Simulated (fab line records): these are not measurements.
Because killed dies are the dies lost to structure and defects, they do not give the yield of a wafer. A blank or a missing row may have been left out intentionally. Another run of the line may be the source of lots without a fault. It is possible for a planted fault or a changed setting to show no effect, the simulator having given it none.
Struck lot and sound lot, side by side / flow rit_cmos / 26 steps out of a route of 202
Sound: these wafers, L794.3, L794.4, L794.5. Struck: wafers L807.1, L807.2, L807.6. At the end, the cause is stated.
Per side, at each step with rows, come the tool, then ch with its chambers, and then its first start. Under that, the readings that differ: sound wafers / struck wafers / difference of the means / sigmas: that difference in standard deviations of wafers without a fault.
alike: readings whose means differ by less than 2 such deviations, and words and numbers that are the same on both sides. not compared: withheld readings, readings that some wafer has no value for, bounds like >300 that may hide the same value, and numbers for which the record gives no deviation and whose values overlap.
Wherever a step has rows on one side only, a row that says differs or no value, or a row with sigmas, the two part there. Numbers that have no deviation but don't overlap get no sigmas and don't part them. Lack of a reading on every wafer of one side parts them only where that side has two or more wafers.

first, 2 steps without rows for these wafers: RIT_REOX_CLEAN_02 (cleans in SC2, time 600 s); RIT_REOX_OXIDATION_03 (target thk 25.2 nm, ox time 5580 s).
RIT_REOX_THK_MEAS_04:
  sound on film_metro-04, day 3 13:13; struck on film_metro-01, day 6 04:29
  alike: REOX_OXIDE_THK
then, 6 steps without rows for these wafers: RIT_NLDD_HMDS_00 (prime time 60 s); RIT_NLDD_COAT_01 (resist thk 1000 nm); RIT_NLDD_SOFTBAKE_02 (time 60 s); RIT_NLDD_EXPOSE_03 (exposes mask M7, target cd 40700 nm); RIT_NLDD_PEB_04; RIT_NLDD_DEVELOP_05 (develop time 50 s).
RIT_NLDD_OVL_MEAS_06:
  sound on overlay-01, day 3 14:07; struck on overlay-02, day 6 05:24
  alike: NLDD_OVL
then, 2 steps without rows for these wafers: RIT_NLDD_HARDBAKE_07 (time 60 s); RIT_NLDD_IMPLANT_08.
RIT_NLDD_STRIP_09: strips in O2, time 180 s.
  sound on plasma_asher-03 ch 0,1, day 3 14:30; struck on plasma_asher-03 ch 0,1, day 6 05:44
  no value came back on the struck wafers for chamber_pressure_mTorr (mTorr), drypump_motor_current_A (A), time_s (s); on the sound wafers chamber_pressure_mTorr (mTorr) reads 4005 4000 4004
reading=model.NOVOLAK_of_NLDD_COAT_01.thk_nm (nm); sound=0 0 0; struck=884.3 883.6 883.7; difference=+883.9; sigmas=
  not compared: rf_hours_counter_h
RIT_NLDD_TW_MEAS_10:
  sound on film_metro-03, day 3 14:38; struck on film_metro-01, day 6 05:55
  alike: NLDD_TW
then, 6 steps without rows for these wafers: RIT_PLDD_HMDS_00 (prime time 60 s); RIT_PLDD_COAT_01 (resist thk 1000 nm); RIT_PLDD_SOFTBAKE_02 (time 60 s); RIT_PLDD_EXPOSE_03 (exposes mask M8, target cd 40900 nm); RIT_PLDD_PEB_04; RIT_PLDD_DEVELOP_05 (develop time 50 s).
RIT_PLDD_OVL_MEAS_06:
  sound on overlay-02, day 3 15:32; struck on overlay-02, day 6 07:03
  alike: PLDD_OVL
then, 2 steps without rows for these wafers: RIT_PLDD_HARDBAKE_07 (time 60 s); RIT_PLDD_IMPLANT_08.
RIT_PLDD_STRIP_09: strips in O2, time 180 s.
  sound on plasma_asher-04 ch 0,1, day 3 15:55; struck on plasma_asher-03 ch 0,1, day 6 07:23
  alike: chamber_pressure_mTorr, drypump_motor_current_A
  not compared: rf_hours_counter_h
RIT_PLDD_TW_MEAS_10:
  sound on film_metro-03, day 3 16:03; struck on film_metro-03, day 6 07:47
reading=PLDD_TW; sound=2305 2299 2309; struck=30 30 30; difference=-2274; sigmas=-99 or more
  not compared: hold
RIT_M1_PROBE_99:
  sound wafers here have rows in the record (prober-02, day 4 06:03); struck ones have none

## WHERE THEY PART
Earliest at RIT_NLDD_STRIP_09; latest, in this record, at RIT_M1_PROBE_99.

WHY: what the simulator had put in
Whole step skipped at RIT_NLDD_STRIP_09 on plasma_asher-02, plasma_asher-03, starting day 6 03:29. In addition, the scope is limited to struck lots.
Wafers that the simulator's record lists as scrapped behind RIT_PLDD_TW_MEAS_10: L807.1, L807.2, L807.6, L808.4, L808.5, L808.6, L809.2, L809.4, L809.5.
